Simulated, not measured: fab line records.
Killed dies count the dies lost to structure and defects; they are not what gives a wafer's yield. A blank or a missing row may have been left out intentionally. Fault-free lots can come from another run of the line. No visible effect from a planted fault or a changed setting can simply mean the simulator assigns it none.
fab line records    flow ritCmos
record lots=5  wafers=15  lastDay=7
route steps=202 shown PLDD@114 SPACER@125 NSD@131 PSD@142 SDANNEAL@153 M1@202
lots that met no fault: taken from a fault-free run of the same line
startH: hours from the record's first day to the start of the lot's first wafer shown    waitH: time in hours since the lot's previous step    " repeats the value in the row above    L1.1+2: one row covering several wafers at once    - no value present, or no start provided    * or withheld: withheld    < > ~ a bound
route shown NAME@n: a module of which the file shows steps, and the number in the route of the first    usual: mean/standard deviation taken from wafers without a fault    same: alike in all rows    chamber/n: place in a boat    sites: each site's reading    _std_site: their standard deviation    _edge_site: the outer-site mean with the inner-site mean subtracted    radiusMm: how far each site lies from the wafer's centre    mask NAME#n: copy n    behind: the last tool/chamber to shape the wafer    hold: why the lot was held/for how many hours/how that ended    device: whichever transistor did not switch (one of n, p or np)    end of line: the tests these same wafers got at the end of their route    step lacking rows: just its recipe    killed: at the first sort, the dies lost to defects and structure; wafer yield is something else    map: dies across one wafer; x = killed, . = not, _ = none there
set.NAME: the setting as run; set.NAME@STEP: as run at that earlier step    model.NAME: the simulator's own value behind a step, which no gauge read
certain route steps with their lots: each step a table, each wafer a row
services: when a tool's chamber went out of use (startH, in hours from the record's first day, below 0 if earlier), for how many hours, and the reason
## steps
# step RIT_PLDD_HMDS_00
# recipe primeTimeS=60  primeTempC=140
# step RIT_PLDD_COAT_01
# recipe resist=NOVOLAK  spinRpm=3250  resistThkNm=1000
# step RIT_PLDD_SOFTBAKE_02
# recipe resist=NOVOLAK  tempC=90  timeS=58.98
# step RIT_PLDD_EXPOSE_03
# recipe maskId=M8  na=0.57  targetCdNm=40900  doseMj=250
# step RIT_PLDD_PEB_04
# recipe resist=NOVOLAK  tempC=withheld  timeS=withheld
# step RIT_PLDD_DEVELOP_05
# recipe resist=NOVOLAK  developTimeS=50  devTempC=23
# step RIT_PLDD_OVL_MEAS_06
# usual PLDD_OVL=0.4/1.3
lot.wafer  tool        chamber  startH  waitH  PLDD_OVL[nm]
L750.2     overlay-02  -        44.39   -      1.6
L750.3     "           -        "       "      2.0
L750.5     "           -        "       "      0.5
L753.1     overlay-01  -        62.60   -      -2.0
L753.3     "           -        "       "      -1.7
L753.5     "           -        "       "      -0.6
L757.1     overlay-01  -        78.49   -      0.9
L757.4     "           -        "       "      1.4
L757.6     "           -        "       "      0.4
L772.1     overlay-01  -        155.52  -      -0.7
L772.3     "           -        "       "      0.8
L772.5     "           -        "       "      1.1
L773.1     overlay-01  -        161.91  -      -1.2
L773.3     "           -        "       "      -1.7
L773.5     "           -        "       "      -0.7
# step RIT_PLDD_HARDBAKE_07
# recipe resist=NOVOLAK  tempC=140  timeS=60
# step RIT_PLDD_IMPLANT_08
# recipe species=BF2  energyKev=20  doseCm2=9e+14  tiltDeg=7
# step RIT_PLDD_STRIP_09
# recipe chemistry=O2  timeS=180  resist=NOVOLAK  platenTempC=withheld  powerW=500  pressureMtorr=4000  o2FlowSccm=4000
# usual drypumpMotorCurrentA=5.7/0.39  rfReflPowerW=7.0/0.95
lot.wafer  tool            chamber  startH  waitH  drypumpMotorCurrentA  rfHoursCounterH  rfReflPowerW
L750.2     plasmaAsher-01  1        44.72   0.1    5.1                   39               6.5
L750.3     "               0        "       "      5.7                   -                8.7
L750.5     "               0        "       "      5.7                   -                8.6
L753.1     plasmaAsher-01  1        62.94   0.1    5.1                   41               6.4
L753.3     "               1        "       "      5.1                   -                6.5
L753.5     "               1        "       "      5.1                   -                6.6
L757.1     plasmaAsher-04  1        78.82   0.1    5.3                   45               7.1
L757.4     "               1        "       "      5.3                   -                7.4
L757.6     "               1        "       "      5.3                   -                7.1
L772.1     plasmaAsher-01  0        155.86  0.1    5.7                   51               8.2
L772.3     "               1        "       "      5.1                   -                6.6
L772.5     "               1        "       "      5.1                   -                7.0
L773.1     plasmaAsher-04  0        162.25  0.1    6.0                   5                6.8
L773.3     "               1        "       "      5.3                   -                6.8
L773.5     "               0        "       "      6.0                   -                6.9
# step RIT_PLDD_TW_MEAS_10
# usual PLDD_TW=2361/30
lot.wafer  tool          chamber  startH  waitH  PLDD_TW
L750.2     filmMetro-04  -        44.90   0.1    2365
L750.3     "             -        "       "      2351
L750.5     "             -        "       "      2368
L753.1     filmMetro-02  -        63.11   0.1    2375
L753.3     "             -        "       "      2359
L753.5     "             -        "       "      2386
L757.1     filmMetro-02  -        79.00   0.1    2385
L757.4     "             -        "       "      2374
L757.6     "             -        "       "      2381
L772.1     filmMetro-02  -        156.03  0.1    2377
L772.3     "             -        "       "      2369
L772.5     "             -        "       "      2381
L773.1     filmMetro-04  -        162.42  0.1    2372
L773.3     "             -        "       "      2377
L773.5     "             -        "       "      2370
# step RIT_SPACER_CLEAN_00
# recipe chemistry=SC1  mix=3:3:50  timeS=614.6  tempC=75
# step RIT_SPACER_CLEAN_01
# recipe chemistry=dHF  dilution=50:1  timeS=30
lot.wafer   tool         chamber  startH  waitH
L750.2+3+5  wetBench-02  2        45.13   0.0
L753.1+3+5  wetBench-01  2        63.35   0.0
L757.1+4+6  wetBench-01  1        79.23   0.0
L772.1+3+5  wetBench-01  2        156.27  0.0
L773.1+3+5  wetBench-04  2        162.66  0.0
# step RIT_SPACER_CLEAN_02
# recipe chemistry=SC2  mix=3:3:50  timeS=600  tempC=75  dry=n2Spin
# step RIT_SPACER_CVD_03
# recipe material=Si3N4  targetThkNm=250  tempC=810  precursor=SiH2Cl2/NH3  timeS=3300  pressureMtorr=300  sih2cl2FlowSccm=60  nh3FlowSccm=150
# step RIT_SPACER_THK_MEAS_04
# recipe reads=Si3N4_of_SPACER_CVD_03
# usual SPACER_NITRIDE_THK=249.5/2.5
lot.wafer  tool          chamber  startH  waitH  SPACER_NITRIDE_THK[nm]
L750.2     filmMetro-01  -        47.89   0.0    249.1
L750.3     "             -        "       "      250.5
L750.5     "             -        "       "      248.8
L753.1     filmMetro-01  -        65.46   0.0    248.4
L753.3     "             -        "       "      247.0
L753.5     "             -        "       "      247.7
L757.1     filmMetro-03  -        82.36   0.0    249.9
L757.4     "             -        "       "      251.7
L757.6     "             -        "       "      251.8
L772.1     filmMetro-02  -        158.39  0.0    254.0
L772.3     "             -        "       "      250.7
L772.5     "             -        "       "      253.5
L773.1     filmMetro-01  -        166.40  0.0    249.7
L773.3     "             -        "       "      252.2
L773.5     "             -        "       "      251.5
# step RIT_SPACER_ETCHBACK_05
# recipe targetDepthA=2500  SF6_flow_sccm=30  CHF3_flow_sccm=30  target=Si3N4  chemistry=SF6/CHF3  pressureMtorr=40  rfW=250  timeS=240  stopOn=SiO2
# usual drypumpMotorCurrentA=5.7/0.41  oesProductAu=0.844/0.014  throttleValvePct=10.26/0.17
lot.wafer  tool        chamber  startH  waitH  drypumpMotorCurrentA  oesProductAu  rfHoursCounterH  throttleValvePct
L750.2     rieDiel-04  0        47.94   0.0    5.3                   0.836         0                10.37
L750.3     "           3        "       "      6.6                   0.843         91               10.63
L750.5     "           3        "       "      6.6                   0.843         -                10.63
L753.1     rieDiel-02  2        65.52   0.1    6.0                   0.816         102              9.95
L753.3     "           3        "       "      5.5                   0.844         146              10.20
L753.5     "           3        "       "      5.5                   0.850         -                10.19
L757.1     rieDiel-04  1        82.42   0.1    5.8                   0.864         9                10.29
L757.4     "           0        "       "      5.2                   0.844         1                10.34
L757.6     "           2        "       "      5.6                   0.839         -                10.23
L772.1     rieDiel-04  0        158.45  0.1    5.3                   0.845         2                10.35
L772.3     "           2        "       "      5.6                   0.833         108              10.21
L772.5     "           1        "       "      5.8                   0.871         -                10.31
L773.1     rieDiel-04  2        166.46  0.1    5.6                   0.837         108              10.21
L773.3     "           3        "       "      6.6                   0.852         93               10.63
L773.5     "           1        "       "      5.8                   0.868         -                10.30
# step RIT_NSD_HMDS_00
# recipe primeTimeS=60  primeTempC=140
# step RIT_NSD_COAT_01
# recipe resist=NOVOLAK  spinRpm=3250  resistThkNm=1000
# step RIT_NSD_SOFTBAKE_02
# recipe resist=NOVOLAK  tempC=90  timeS=60
# step RIT_NSD_EXPOSE_03
# recipe maskId=M9  na=0.57  targetCdNm=40700  doseMj=250
# step RIT_NSD_PEB_04
# recipe resist=NOVOLAK  tempC=withheld  timeS=withheld
# step RIT_NSD_DEVELOP_05
# recipe resist=NOVOLAK  developTimeS=50  devTempC=23
# step RIT_NSD_OVL_MEAS_06
# usual NSD_OVL=0.6/1.3
lot.wafer  tool        chamber  startH  waitH  NSD_OVL[nm]
L750.2     overlay-01  -        49.07   -      1.4
L750.3     "           -        "       "      -0.5
L750.5     "           -        "       "      0.8
L753.1     overlay-01  -        66.64   -      0.2
L753.3     "           -        "       "      0.6
L753.5     "           -        "       "      0.4
L757.1     overlay-01  -        83.54   -      1.9
L757.4     "           -        "       "      2.0
L757.6     "           -        "       "      0.9
L772.1     overlay-02  -        159.45  -      0.3
L772.3     "           -        "       "      1.5
L772.5     "           -        "       "      1.8
L773.1     overlay-02  -        167.46  -      0.4
L773.3     "           -        "       "      0.9
L773.5     "           -        "       "      2.2
# step RIT_NSD_HARDBAKE_07
# recipe resist=NOVOLAK  tempC=140  timeS=60
# step RIT_NSD_IMPLANT_08
# recipe species=P  energyKev=25  doseCm2=1e+15  tiltDeg=7
# step RIT_NSD_STRIP_09
# recipe chemistry=O2  timeS=180  resist=NOVOLAK  platenTempC=withheld  powerW=500  pressureMtorr=4000  o2FlowSccm=4000
# usual drypumpMotorCurrentA=5.9/0.35  rfReflPowerW=6.5/1.1
lot.wafer  tool            chamber  startH  waitH  drypumpMotorCurrentA  rfHoursCounterH  rfReflPowerW
L750.2     plasmaAsher-01  1        49.40   0.1    5.1                   39               6.5
L750.3     "               0        "       "      5.7                   -                8.6
L750.5     "               1        "       "      5.1                   -                6.7
L753.1     plasmaAsher-03  0        66.98   0.1    5.9                   26               5.7
L753.3     "               1        "       "      6.3                   -                6.6
L753.5     "               1        "       "      6.3                   -                6.6
L757.1     plasmaAsher-02  1        83.88   0.1    6.1                   45               7.8
L757.4     "               1        "       "      6.1                   -                7.4
L757.6     "               0        "       "      6.0                   -                5.4
L772.1     plasmaAsher-02  1        159.79  0.1    6.1                   54               7.9
L772.3     "               1        "       "      6.2                   -                7.7
L772.5     "               0        "       "      6.1                   -                5.4
L773.1     plasmaAsher-03  1        167.80  0.1    6.3                   36               6.6
L773.3     "               1        "       "      6.3                   -                6.6
L773.5     "               1        "       "      6.3                   -                6.7
# step RIT_NSD_TW_MEAS_10
# usual NSD_TW=3112/44
lot.wafer  tool          chamber  startH  waitH  NSD_TW
L750.2     filmMetro-04  -        49.59   0.1    3138
L750.3     "             -        "       "      3139
L750.5     "             -        "       "      3152
L753.1     filmMetro-04  -        67.15   0.1    3150
L753.3     "             -        "       "      3147
L753.5     "             -        "       "      3147
L757.1     filmMetro-04  -        84.05   0.1    3159
L757.4     "             -        "       "      3177
L757.6     "             -        "       "      3171
L772.1     filmMetro-04  -        159.97  0.1    3153
L772.3     "             -        "       "      3161
L772.5     "             -        "       "      3175
L773.1     filmMetro-03  -        167.97  0.1    3073
L773.3     "             -        "       "      3061
L773.5     "             -        "       "      3065
# step RIT_PSD_HMDS_00
# recipe primeTimeS=60  primeTempC=140
# step RIT_PSD_COAT_01
# recipe resist=NOVOLAK  spinRpm=3250  resistThkNm=1005
# step RIT_PSD_SOFTBAKE_02
# recipe resist=NOVOLAK  tempC=90  timeS=60
# step RIT_PSD_EXPOSE_03
# recipe maskId=M10  na=0.57  targetCdNm=40900  doseMj=250
# step RIT_PSD_PEB_04
# recipe resist=NOVOLAK  tempC=withheld  timeS=withheld
# step RIT_PSD_DEVELOP_05
# recipe resist=NOVOLAK  developTimeS=50  devTempC=23
# step RIT_PSD_OVL_MEAS_06
# usual PSD_OVL=-1.2/1.3
lot.wafer  tool        chamber  startH  waitH  PSD_OVL[nm]
L750.2     overlay-02  -        50.59   -      -0.4
L750.3     "           -        "       "      -0.9
L750.5     "           -        "       "      -0.6
L753.1     overlay-02  -        68.06   -      0.3
L753.3     "           -        "       "      0.4
L753.5     "           -        "       "      0.1
L757.1     overlay-02  -        84.96   -      -1.2
L757.4     "           -        "       "      -1.6
L757.6     "           -        "       "      -1.1
L772.1     overlay-02  -        160.88  -      -2.4
L772.3     "           -        "       "      -2.7
L772.5     "           -        "       "      -1.8
L773.1     overlay-01  -        168.88  -      -1.8
L773.3     "           -        "       "      -1.1
L773.5     "           -        "       "      -0.8
# step RIT_PSD_HARDBAKE_07
# recipe resist=NOVOLAK  tempC=140  timeS=60
# step RIT_PSD_IMPLANT_08
# recipe species=BF2  energyKev=27  doseCm2=5.077e+15  tiltDeg=7
# step RIT_PSD_STRIP_09
# recipe chemistry=O2  timeS=180  resist=NOVOLAK  platenTempC=withheld  powerW=500  pressureMtorr=4000  o2FlowSccm=4000
# usual drypumpMotorCurrentA=5.95/0.3  rfReflPowerW=6.5/0.88
lot.wafer  tool            chamber  startH  waitH  drypumpMotorCurrentA  rfHoursCounterH  rfReflPowerW
L750.2     plasmaAsher-02  1        50.92   0.1    6.14                  41               7.6
L750.3     "               1        "       "      6.13                  -                7.4
L750.5     "               0        "       "      6.06                  -                5.4
L753.1     plasmaAsher-02  1        68.40   0.1    6.11                  43               7.5
L753.3     "               1        "       "      6.10                  -                7.3
L753.5     "               1        "       "      6.11                  -                7.4
L757.1     plasmaAsher-02  1        85.30   0.1    6.14                  45               7.8
L757.4     "               0        "       "      6.04                  -                5.6
L757.6     "               0        "       "      6.06                  -                5.3
L772.1     plasmaAsher-02  0        161.21  0.1    6.05                  54               5.2
L772.3     "               1        "       "      6.12                  -                7.8
L772.5     "               0        "       "      6.03                  -                5.2
L773.1     plasmaAsher-02  1        169.22  0.1    6.13                  54               7.4
L773.3     "               1        "       "      6.13                  -                7.4
L773.5     "               0        "       "      6.06                  -                5.5
# step RIT_PSD_TW_MEAS_10
# usual PSD_TW=3441/54
lot.wafer  tool          chamber  startH  waitH  PSD_TW
L750.2     filmMetro-02  -        51.11   0.1    3480
L750.3     "             -        "       "      3487
L750.5     "             -        "       "      3474
L753.1     filmMetro-04  -        68.58   0.1    3455
L753.3     "             -        "       "      3457
L753.5     "             -        "       "      3453
L757.1     filmMetro-02  -        85.47   0.1    3481
L757.4     "             -        "       "      3461
L757.6     "             -        "       "      3509
L772.1     filmMetro-04  -        161.39  0.1    3466
L772.3     "             -        "       "      3450
L772.5     "             -        "       "      3468
L773.1     filmMetro-02  -        169.39  0.1    3489
L773.3     "             -        "       "      3496
L773.5     "             -        "       "      3490
# step RIT_SDANNEAL_CLEAN_00
# recipe chemistry=SC1  mix=3:3:50  timeS=600  tempC=75
# step RIT_SDANNEAL_CLEAN_01
# recipe chemistry=dHF  dilution=50:1  timeS=30
# step RIT_SDANNEAL_CLEAN_02
# recipe chemistry=SC2  mix=3:3:50  timeS=600  tempC=75  dry=n2Spin
# step RIT_M1_PROBE_99
# usual killed_at_M0_to_M3=0.0/0.083  killedAtFrontEnd=6.7/2.9  killedDies=6.7/2.9  killedOnRim=1.8/1.4  killedOpen=3.4/1.8  killedShort=3.3/2.2
# same grossDies=264  killed_at_M4_up=0  killedAtBackSide=0  killedAtContacts=0  killedAtOther=0
lot.wafer  tool       chamber  startH  waitH  killed_at_M0_to_M3  killedAtFrontEnd  killedDies  killedOnRim  killedOpen  killedShort
L750.2     prober-02  -        59.10   0.1    0                   5                 5           1            0           5
L750.3     prober-02  -        59.15   0.2    0                   6                 6           2            3           3
L750.5     prober-02  -        59.25   0.2    0                   15                15          4            8           7
L753.1     prober-01  -        76.35   0.1    1                   10                11          5            6           5
L753.3     prober-01  -        76.45   0.2    0                   7                 7           3            2           5
L753.5     prober-01  -        76.55   0.2    0                   4                 4           1            1           3
L757.1     prober-01  -        105.46  0.1    0                   31                31          11           5           1
L757.4     prober-01  -        105.61  0.2    0                   32                32          10           2           0
L757.6     prober-01  -        105.71  0.2    0                   33                33          10           0           4
# killed by level:class
L750.2 SPACER:geometricParticle:short=2 FOX1:geometricParticle:short=1 FOX2:geometricParticle:short=1 REOX:geometricParticle:short=1
L750.3 GATE:geometricParticle:short=3 GATE:geometricParticle:open=2 REOX:geometricParticle:open=1
L750.5 GATE:geometricParticle:short=6 REOX:geometricParticle:open=2 SILICIDE:geometricParticle:open=2 FOX1:geometricParticle:open=1 FOX2:geometricParticle:open=1 GATE:geometricParticle:open=1 SPACER:geometricParticle:open=1 SPACER:geometricParticle:short=1
L753.1 SILICIDE:geometricParticle:open=3 GATE:geometricParticle:short=2 GATE:geometricParticle:open=2 FOX1:geometricParticle:open=1 SPACER:geometricParticle:short=1 SILICIDE:geometricParticle:short=1 M1:geometricParticle:short=1
L753.3 GATE:geometricParticle:short=2 SPACER:geometricParticle:open=1 FOX2:geometricParticle:short=1 REOX:geometricParticle:short=1 SPACER:geometricParticle:short=1 SILICIDE:geometricParticle:open=1
L753.5 GATE:geometricParticle:short=2 SPACER:geometricParticle:short=1 SILICIDE:geometricParticle:open=1
L757.1 SPACER:unspecified=25 GATE:geometricParticle:open=3 FOX1:geometricParticle:open=1 GATE:geometricParticle:short=1 SPACER:geometricParticle:open=1
L757.4 SPACER:unspecified=30 SILICIDE:geometricParticle:open=2
L757.6 SPACER:unspecified=29 GATE:geometricParticle:short=2 SILICIDE:geometricParticle:short=1 SPACER:geometricParticle:short=1
# map L757.6 (x killed, . not)
________......._______
_____.............____
____...............___
___.....x...........__
__..................._
__..................._
_.......x.............
_.....................
_....x................
_.xxxxx...............
__xxxxx.............._
__xxxxxxx............_
___xxxxxx.x.........__
____xxxx...........___
_____xx...........____
________......._______
# map L772.1 (x killed, . not)
________x..x..._______
_____.............____
____...............___
___.................__
__..........x........_
__..................._
_......x......x.......
_.....................
_......x..............
_...................x.
__.....x............._
__...x............x.._
___...x...x..xx.....__
____...x........x..___
_____x............____
________......._______
## services
tool            chamber  startH  hours  kind
rieDiel-04      0        21.52   -      clean
rieDiel-04      0        21.52   16.2   scheduledDown
rieDiel-04      0        21.52   16.2   ventCycle
plasmaAsher-03  -        31.99   31.5   repair
rieDiel-02      1        62.93   -      clean
rieDiel-02      1        62.93   22.2   scheduledDown
rieDiel-02      1        62.93   22.2   ventCycle
plasmaAsher-03  -        63.47   2.8    pm
rieDiel-02      -        70.82   3.2    repair
rieDiel-02      3        82.61   6.1    repair
plasmaAsher-04  -        108.75  9.0    pm
plasmaAsher-04  0        108.75  9.0    ventCycle
plasmaAsher-04  1        108.75  9.0    ventCycle
plasmaAsher-04  0        117.75  -      clean
plasmaAsher-04  1        117.75  -      clean
plasmaAsher-03  -        139.37  6.4    repair
rieDiel-04      0        141.71  13.2   repair
plasmaAsher-01  -        145.12  2.8    pm
rieDiel-02      3        154.67  -      clean
rieDiel-02      3        154.67  21.4   scheduledDown
rieDiel-02      3        154.67  21.4   ventCycle
## key
firstSign step=RIT_M1_PROBE_99  reading=killedAtFrontEnd  direction=up  sigmas=8.9  usual=6.7  struck=32
effect step=RIT_M1_PROBE_99  reading=killedDies  direction=up  sigmas=8.7  usual=6.7  struck=32
metAt RIT_SPACER_CLEAN_01
struckWafers L757.1,L757.4,L757.6
testerLeftOut L757
fault kind=chamberParticleSource  tool=wetBench-01  chamber=1  onsetH=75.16  steps=RIT_SPACER_CLEAN_01  ratePerVisitCm2=1.1929  endH=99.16
# testerLeftOut: of these lots the tester's yield and bins aren't shown, on N5 and GAA mostly nor the transistor test; their killed dies are dies lost to structure and defects alone, not to doping, threshold or leakage, so they don't give the yield
